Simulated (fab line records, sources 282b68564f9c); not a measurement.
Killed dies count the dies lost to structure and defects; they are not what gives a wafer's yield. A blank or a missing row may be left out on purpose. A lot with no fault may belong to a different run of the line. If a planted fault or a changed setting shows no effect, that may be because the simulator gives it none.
Chamber matching -- flow rit_cmos -- rie_si-02 running RIT_GATE_ETCH_19: 4 sister chambers
The step etches poly-Si in SF6/CHF3/O2, stops on SiO2, time 165 s, target depth 312.5 nm. 4 wafers are shown with their chamber, then 7 later ones without.

== EACH WAFER AND ITS CHAMBER ==
wafer,chamber,throttle_valve_pct (%)
L165.2,2,10.37
L167.3,3,10.25
L171.1,1,10.03
L171.5,0,10.37

== WAFERS WITHOUT THEIR CHAMBER ==
wafer,throttle_valve_pct (%)
L173.3,10.01
L173.5,10.01
L173.6,10.37
L177.1,10.24
L177.2,10.39
L177.3,10.01
L181.3,10.36

== CHAMBER TAKEN BY EACH ==
wafer,from the rows above,in truth
L173.3,1,1
L173.5,1,1
L173.6,can't be placed: 0 or 2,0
L177.1,3,3
L177.2,can't be placed: 0 or 2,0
L177.3,1,1
L181.3,can't be placed: 0 or 2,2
Placed correctly: 4 of 7. Cannot be placed on the basis of these rows: 3; the candidates contain the true chamber in 3. Number placed wrongly: 0.
How it was worked out, from the rows above alone: a wafer's distance from a chamber is the root of the sum, over the readings, of the square of ((its reading less the chamber's mean) divided by the reading's scatter). If the next closest chamber is less than 2 further off than the closest, the wafer can't be placed; otherwise it belongs to the closest. Each chamber's mean is taken over the wafers shown for it. The scatter: with one shown wafer a chamber, the root of the mean of the squares of how far each hidden wafer lies from its nearest shown one.
